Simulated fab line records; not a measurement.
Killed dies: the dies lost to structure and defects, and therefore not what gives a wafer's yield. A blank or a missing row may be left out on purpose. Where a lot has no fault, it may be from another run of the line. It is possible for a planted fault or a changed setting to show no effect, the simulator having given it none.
A struck lot beside a sound one	flow rit-cmos	20 steps out of a route of 202
Sound: wafers L136.2, L136.4, L136.5. Struck: wafers L143.1, L143.4, L143.5. The cause is named last.
Per side, at each step with rows, come the tool, then ch with its chambers, and then its first start. Under that, the readings that differ: sound wafers	struck wafers	difference of the means	sigmas: that difference in standard deviations of wafers without a fault.
alike: readings with means less than 2 such deviations apart, plus words and numbers identical on both sides. not compared: withheld readings, readings lacking a value on some wafer, bounds such as >300 that could conceal the same value, and numbers that have no deviation in the record and whose values overlap.
The two part at a step that has a row with sigmas, a row that says differs or no value, or rows on one side only. Numbers that have no deviation but don't overlap get no sigmas and don't part them. Lack of a reading on every wafer of one side parts them only where that side has two or more wafers.

first, 2 steps without rows for these wafers: RIT_NWELL_HARDBAKE_07 (time 120 s); RIT_NWELL_IMPLANT_08.
RIT_NWELL_STRIP_09: strips in O2, time 180 s.
  sound on plasma-asher-01 ch 0,1, day 2 23:15; struck on plasma-asher-02 ch 0, day 4 08:48
  alike: drypump-motor-current-A
  not compared: rf-hours-counter-h
RIT_NWELL_TW_MEAS_10:
  sound on film-metro-02, day 2 23:26; struck on film-metro-02, day 4 08:58
  alike: NWELL_TW
then, 6 steps without rows for these wafers: RIT_PWELL_HMDS_00 (prime time 60 s); RIT_PWELL_COAT_01 (resist thk 1300 nm); RIT_PWELL_SOFTBAKE_02 (time 60 s); RIT_PWELL_EXPOSE_03 (exposes mask M3, target cd 43700 nm); RIT_PWELL_PEB_04; RIT_PWELL_DEVELOP_05 (develop time 68 s).
RIT_PWELL_OVL_MEAS_06:
  sound on overlay-01, day 3 00:38; struck on overlay-01, day 4 10:04
  alike: PWELL_OVL
then, 1 step without rows for these wafers: RIT_PWELL_HARDBAKE_07 (time 120 s).
RIT_PWELL_IMPLANT_08:
  sound on implanter-03 ch 0, day 3 00:59; struck on implanter-03 ch 0, day 4 10:21
reading	sound	struck	difference	sigmas
dose-ions-cm2	7.004e+13 6.995e+13 6.995e+13	1.2244e+14 1.2248e+14 1.2245e+14	+5.2477e+13	+99 or more
faraday-current-uA	225 219 223	394 389 390	+169	+39
RIT_PWELL_STRIP_09: strips in O2, time 180 s.
  sound on plasma-asher-03 ch 0,1, day 3 01:07; struck on plasma-asher-01 ch 1, day 4 10:30
  alike: drypump-motor-current-A
  not compared: rf-hours-counter-h
RIT_PWELL_TW_MEAS_10:
  sound on film-metro-04, day 3 01:18; struck on film-metro-01, day 4 10:40
reading	sound	struck	difference	sigmas
PWELL_TW	964 966 961	1147 1143 1149	+183	+21
then, 1 step without rows for these wafers: RIT_WELLDRIVE_ANNEAL_00 (time 14700 s).
RIT_WELLDRIVE_RS_MEAS_01: a four-point-probe measurement.
  sound on film-metro-02, day 3 06:28; struck on film-metro-02, day 4 15:52
  alike: NWELL_RS
RIT_WELLDRIVE_RS_MEAS_02: a four-point-probe measurement.
  sound on film-metro-02, day 3 06:35; struck on film-metro-02, day 4 15:59
reading	sound	struck	difference	sigmas
PWELL_RS (ohm/sq)	429.4 428.8 429.5	304.5 304.8 305.2	-124.4	-99 or more
then, 1 step without rows for these wafers: RIT_NRETRO_HMDS_00 (prime time 60 s).
RIT_M1_PROBE_99:
  sound on prober-02, day 4 10:58; struck on prober-01, day 5 20:41
reading	sound	struck	difference	sigmas
model.etest.nmos_0p3.r-on-ohm-um	2249 2246 2272	2724 2717 2736	+470	
model.etest.nmos_0p15.r-on-ohm-um	1192 1191 1196	1328 1332 1338	+140	
model.etest.pwell-pinched.rs-ohm-sq	458.1 467.6 463.3	314.5 316.2 318.9	-146.5	
model.etest.nmos-turned.drive-ua-um	313.3 319.4 320	205.6 208 205.1	-111.3	
model.etest.nmos_0p15.drive-ua-um	440.1 448.2 448.2	343.4 341.5 340.7	-103.6	
model.etest.pwell.rs-ohm-sq	413.7 417.7 411.9	289.8 289.2 289.4	-125.0	
model.etest.nmos_0p3.drive-ua-um	212.7 216.4 213	146.9 149.5 149.2	-65.5	
model.etest.nmos-narrow.drive-ua-um	211.8 215.2 212.8	143.9 151 146.9	-66.0	
  alike: killed-at-contacts, killed-at-front-end, killed-dies, killed-on-rim, killed-open, killed-short

## WHERE THEY PART
At RIT_PWELL_IMPLANT_08 first; at RIT_WELLDRIVE_RS_MEAS_02 last (within this record only). Later steps at which nothing parts them and some readings are alike: RIT_M1_PROBE_99.

WHY: whatever the simulator had introduced
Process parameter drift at RIT_PWELL_IMPLANT_08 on implanter-03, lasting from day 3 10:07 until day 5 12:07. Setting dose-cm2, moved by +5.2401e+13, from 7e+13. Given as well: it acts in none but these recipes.
